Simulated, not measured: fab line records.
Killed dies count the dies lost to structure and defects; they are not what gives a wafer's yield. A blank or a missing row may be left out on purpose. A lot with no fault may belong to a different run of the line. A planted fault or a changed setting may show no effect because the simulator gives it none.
The same fault as seen by 2 desks || flow berkeley cmos170 || what lay behind the numbers comes last; until then each desk has only its own

## TOOL OWNER'S DESK, lpcvd-01
The tool's own readings at UCB170_GATE_CVD_04 (deposits poly-Si from SiH4, time 1440 s, target thk 214 nm): means of the sampled wafers that have a number, for each lot that ran on this tool. A lot is out of limits, marked OUT, if its mean lies more than 4 standard deviations from the usual mean; the brackets give that distance.
Columns: A = spike tc centre C at UCB170_GATE_CVD_04, usual 612.3 C
{"lot": "L587", "first seen here": "day 5 19:43", "A": 613.8}
{"lot": "L590", "first seen here": "day 5 19:43", "A": 612.3}
{"lot": "L591", "first seen here": "day 6 16:42", "A": 613.7}
{"lot": "L592", "first seen here": "day 6 16:42", "A": 611.3}
{"lot": "L593", "first seen here": "day 6 16:42", "A": 610.3}
{"lot": "L603", "first seen here": "day 9 09:43", "A": 611.3}
{"lot": "L605", "first seen here": "day 9 09:43", "A": 612.1}
This desk found nothing out of limits on any of the 7 lots.

## FROM THE METROLOGY DESK
Means of the sampled wafers that have a number, per lot and without regard to the tool the lot ran on: this is what the gauges read. A lot is out of limits, marked OUT, if its mean lies more than 4 standard deviations from the usual mean; the brackets give that distance.
Columns: A = GATE_OXIDE_THK at UCB170_GATE_THK_MEAS_02, usual 6.64 nm; B = GATE_POLY_THK at UCB170_GATE_THK_MEAS_05, usual 213.7 nm
{"lot": "L590", "first seen here": "day 5 17:59", "A": 6.85, "B": 213.0}
{"lot": "L587", "first seen here": "day 5 18:00", "A": 6.65, "B": 212.5}
{"lot": "L592", "first seen here": "day 6 12:17", "A": 6.71, "B": 211.8}
{"lot": "L593", "first seen here": "day 6 12:17", "A": 6.75, "B": 212.1}
{"lot": "L591", "first seen here": "day 6 12:19", "A": 6.81, "B": 215.2}
{"lot": "L594", "first seen here": "day 7 00:18", "A": 6.72, "B": 215.0}
{"lot": "L595", "first seen here": "day 7 00:18", "A": 6.60, "B": 218.1}
{"lot": "L599", "first seen here": "day 7 17:19", "A": 6.74, "B": 213.4}
{"lot": "L603", "first seen here": "day 9 04:26", "A": 6.31, "B": "354.7 (+61) OUT"}
{"lot": "L605", "first seen here": "day 9 04:26", "A": 6.36, "B": "355.3 (+62) OUT"}
{"lot": "L606", "first seen here": "day 9 22:59", "A": 6.75, "B": 209.3}
{"lot": "L608", "first seen here": "day 9 22:59", "A": 6.61, "B": 215.6}
{"lot": "L607", "first seen here": "day 9 23:01", "A": 6.64, "B": 213.6}
{"lot": "L609", "first seen here": "day 10 06:38", "A": 6.70, "B": 209.2}
This desk reports L603, L605 out of limits; the earliest was L603 at day 9 11:08 (GATE_POLY_THK at UCB170_GATE_THK_MEAS_05). L590, L587, L592, L593, L591, L594, L595, L599, L606, L608, L607, L609 stayed within limits.

## TAKEN TOGETHER
On L603, L605, the metrology desk was in a position to raise an alarm at day 9 11:08.
Nothing out of limits was seen by the tool owner's desk.
The tool owner's desk has L603, L605 on record, within its limits.
All the named lots went through UCB170_GATE_CVD_04 on lpcvd-01.

## WHAT THE SIMULATOR HAD PUT IN
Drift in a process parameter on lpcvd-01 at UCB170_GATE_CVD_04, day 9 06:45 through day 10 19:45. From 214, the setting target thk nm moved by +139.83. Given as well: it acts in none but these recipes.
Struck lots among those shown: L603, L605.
Per desk, hours elapsed from the start of the fault to the first reading out of limits: for the metrology desk, 4.
